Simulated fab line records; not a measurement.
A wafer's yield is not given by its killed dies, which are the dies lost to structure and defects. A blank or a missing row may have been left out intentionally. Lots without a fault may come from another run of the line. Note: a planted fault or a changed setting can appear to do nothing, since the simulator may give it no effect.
Comparing a struck lot with a sound one	flow rit_cmos	44 steps out of a route of 202
Sound: the wafers L535.3, L535.4, L535.6. The struck wafers were L552.2, L552.3, L552.6. At the end, the cause is stated.
Order at every step that has rows: each side's tool, ch and its chambers, its first start. Under that, the readings that differ: sound wafers	struck wafers	difference of the means	sigmas: that difference in standard deviations of wafers without a fault.
alike: readings whose means differ by less than 2 such deviations, and words and numbers that are the same on both sides. not compared: withheld readings, readings that some wafer has no value for, bounds like >300 that may hide the same value, and numbers for which the record gives no deviation and whose values overlap.
Wherever a step has rows on one side only, a row that says differs or no value, or a row with sigmas, the two part there. Numbers that don't overlap but have no deviation are shown without sigmas and don't part them. A reading that every wafer of one side lacks parts them only if that side has two wafers or more.

first, 3 steps without rows for these wafers: RIT_GATE_EXPOSE_13 (exposes mask M6, target cd 150 nm); RIT_GATE_PEB_14; RIT_GATE_DEVELOP_15 (develop time 50 s).
RIT_GATE_CD_MEAS_16: target cd 150 nm.
  sound on cd_sem-02 at day 3 09:43; struck on cd_sem-01 at day 6 21:44
  alike: cd_nm
RIT_GATE_OVL_MEAS_17:
  sound on overlay-02 at day 3 09:49; struck on overlay-01 at day 6 21:50
  alike: GATE_OVL
then, 1 step without rows for these wafers: RIT_GATE_HARDBAKE_18 (time 60 s).
RIT_GATE_ETCH_19: etches poly-Si in SF6/CHF3/O2, stops on SiO2, time 165 s, target depth 312.5 nm.
  sound on rie_si-01 ch 1,3, day 3 09:59; struck on rie_si-02 ch 0,1,3, day 6 22:01
reading	sound	struck	difference	sigmas
drypump_motor_current_A (A)	6.2 5.9 6.2	5.4 5.5 5.0	-0.8	-2
  alike: oes_product_au, throttle_valve_pct
  not compared: rf_hours_counter_h
RIT_GATE_STRIP_20: strips in O2, time 180 s.
  sound on plasma_asher-04 ch 0,1, day 3 10:09; struck on plasma_asher-04 ch 0,1, day 6 22:07
  alike: drypump_motor_current_A
  not compared: rf_hours_counter_h
RIT_GATE_CD_MEAS_90: target cd 150 nm.
  sound on cd_sem-01 at day 3 10:18; struck on cd_sem-01 at day 6 22:19
  alike: cd_nm
then, 3 steps without rows for these wafers: RIT_REOX_CLEAN_00 (cleans in SC1, time 600 s); RIT_REOX_CLEAN_01 (cleans in dHF, time 30 s); RIT_REOX_CLEAN_02 (cleans in SC2, time 600 s).
RIT_REOX_OXIDATION_03: target thk 25.2 nm, ox time 5580 s.
  sound on furnace-02 ch 0, day 3 11:06; struck on furnace-03 ch 0, day 6 23:27
reading	sound	struck	difference	sigmas
spike_tc_centre_C (C)	904.8 905.4 904.7	865.5 864.5 865.6	-39.8	-19
spike_tc_load_C (C)	923.7 922.8 924.3	889.6 889.9 890.5	-33.6	-16
spike_tc_source_C (C)	925.7 924.6 926.0	889.0 887.0 887.8	-37.5	-25
tube_center_temp_C (C)	900.02 899.97 900.1	864.2 864.19 864.28	-35.8	-99 or more
tube_center_temp_C_max	902.3 902.2 902.5	866.3 866.8 866.8	-35.7	-94
zone_power_source_pct (%)	26.6 26.6 26.6	23.1 23.1 23.3	-3.4	-4
model.SiO2_of_REOX_OXIDATION_03.thk_nm (nm)	25.07 25.34 25.43	16.85 16.72 16.65	-8.54	
model.poly-Si_of_GATE_CVD_08.thk_nm (nm)	232.3 232.4 232.1	233.9 232.6 234.5	+1.4	
  alike: zone_power_centre_pct
RIT_REOX_THK_MEAS_04:
  sound on film_metro-01 at day 3 13:40; struck on film_metro-03 at day 7 02:01
reading	sound	struck	difference	sigmas
REOX_OXIDE_THK (nm)	25.1 25.3 25.4	16.9 16.7 16.7	-8.5	-16
then, 6 steps without rows for these wafers: RIT_NLDD_HMDS_00 (prime time 60 s); RIT_NLDD_COAT_01 (resist thk 1000 nm); RIT_NLDD_SOFTBAKE_02 (time 60 s); RIT_NLDD_EXPOSE_03 (exposes mask M7, target cd 40700 nm); RIT_NLDD_PEB_04; RIT_NLDD_DEVELOP_05 (develop time 50 s).
RIT_NLDD_OVL_MEAS_06:
  sound on overlay-02 at day 3 14:42; struck on overlay-02 at day 7 03:08
  alike: NLDD_OVL
then, 2 steps without rows for these wafers: RIT_NLDD_HARDBAKE_07 (time 60 s); RIT_NLDD_IMPLANT_08.
RIT_NLDD_STRIP_09: strips in O2, time 180 s.
  sound on plasma_asher-02 ch 0,1, day 3 15:05; struck on plasma_asher-04 ch 1, day 7 03:28
  alike: drypump_motor_current_A
  not compared: rf_hours_counter_h
RIT_NLDD_TW_MEAS_10:
  sound on film_metro-04 at day 3 15:13; struck on film_metro-03 at day 7 03:39
  alike: NLDD_TW
then, 6 steps without rows for these wafers: RIT_PLDD_HMDS_00 (prime time 60 s); RIT_PLDD_COAT_01 (resist thk 1000 nm); RIT_PLDD_SOFTBAKE_02 (time 60 s); RIT_PLDD_EXPOSE_03 (exposes mask M8, target cd 40900 nm); RIT_PLDD_PEB_04; RIT_PLDD_DEVELOP_05 (develop time 50 s).
RIT_PLDD_OVL_MEAS_06:
  sound on overlay-02 at day 3 16:20; struck on overlay-02 at day 7 04:41
  alike: PLDD_OVL
then, 2 steps without rows for these wafers: RIT_PLDD_HARDBAKE_07 (time 60 s); RIT_PLDD_IMPLANT_08.
RIT_PLDD_STRIP_09: strips in O2, time 180 s.
  sound on plasma_asher-03 ch 0,1, day 3 16:43; struck on plasma_asher-03 ch 0,1, day 7 05:01
  alike: drypump_motor_current_A
  not compared: rf_hours_counter_h
RIT_PLDD_TW_MEAS_10:
  sound on film_metro-03 at day 3 16:51; struck on film_metro-04 at day 7 05:11
  alike: PLDD_TW
RIT_SPACER_CLEAN_00: cleans in SC1, time 600 s.
  sound on wet_bench-01 ch 2, day 3 16:53; struck on wet_bench-01 ch 3, day 7 05:14
reading	sound	struck	difference	sigmas
model.SiO2_of_REOX_OXIDATION_03.thk_nm (nm)	23.14 23.39 23.46	15.54 15.41 15.34	-7.90	
then, 3 steps without rows for these wafers: RIT_SPACER_CLEAN_01 (cleans in dHF, time 30 s); RIT_SPACER_CLEAN_02 (cleans in SC2, time 600 s); RIT_SPACER_CVD_03 (deposits Si3N4 from SiH2Cl2/NH3, target thk 250 nm, time 3300 s).
RIT_SPACER_THK_MEAS_04:
  sound on film_metro-04 at day 3 19:12; struck on film_metro-04 at day 7 07:32
  alike: SPACER_NITRIDE_THK
RIT_SPACER_ETCHBACK_05: etches Si3N4 in SF6/CHF3, stops on SiO2, target depth 250 nm, time 240 s.
  sound on rie_diel-02 ch 0,1,2, day 3 19:14; struck on rie_diel-02 ch 1,3, day 7 07:35
  alike: drypump_motor_current_A, oes_product_au, throttle_valve_pct
  not compared: rf_hours_counter_h
RIT_SDANNEAL_CLEAN_02: cleans in SC2, time 600 s.
  sound on wet_bench-03 ch 2, day 3 22:46; struck on wet_bench-03 ch 2, day 7 10:46
  not compared: model.poly-Si_of_GATE_CVD_08.thk_nm
RIT_M1_PROBE_99:
  sound on prober-02 at day 4 07:04; struck on prober-02 at day 7 18:25
reading	sound	struck	difference	sigmas
model.etest.pmos_turned.r_on_ohm_um	3424 3492 3553	2792 2909 2811	-652	
model.etest.pmos_0p3.r_on_ohm_um	6290 6248 6394	5900 5917 5948	-389	
model.etest.pmos_0p15.r_on_ohm_um	2751 2800 2878	2378 2495 2394	-387	
model.etest.pldd.rs_ohm_sq	510.6 522.9 526.6	291.6 286 284.8	-232.6	
model.etest.nldd.rs_ohm_sq	374.9 380 378.7	260.9 258.8 257.6	-118.8	
model.etest.nmos_0p15.r_on_ohm_um	1160 1166 1194	1019 1134 1035	-111	
model.etest.nmos_0p3.r_on_ohm_um	2187 2170 2237	2081 2154 2071	-96	
model.etest.nmos_turned.drive_ua_um	328.5 327.4 320.1	422 416.1 418.8	+94	
  alike: killed_at_contacts, killed_at_front_end, killed_dies, killed_open, killed_short

## WHERE THEY PART
Last at RIT_REOX_THK_MEAS_04 as far as this record goes, first at RIT_GATE_ETCH_19. Later steps at which nothing parts them and some readings are alike: RIT_NLDD_OVL_MEAS_06, RIT_NLDD_STRIP_09, RIT_NLDD_TW_MEAS_10, RIT_PLDD_OVL_MEAS_06, RIT_PLDD_STRIP_09, RIT_PLDD_TW_MEAS_10, RIT_SPACER_THK_MEAS_04, RIT_SPACER_ETCHBACK_05, RIT_M1_PROBE_99.

WHY: what the simulator had put in
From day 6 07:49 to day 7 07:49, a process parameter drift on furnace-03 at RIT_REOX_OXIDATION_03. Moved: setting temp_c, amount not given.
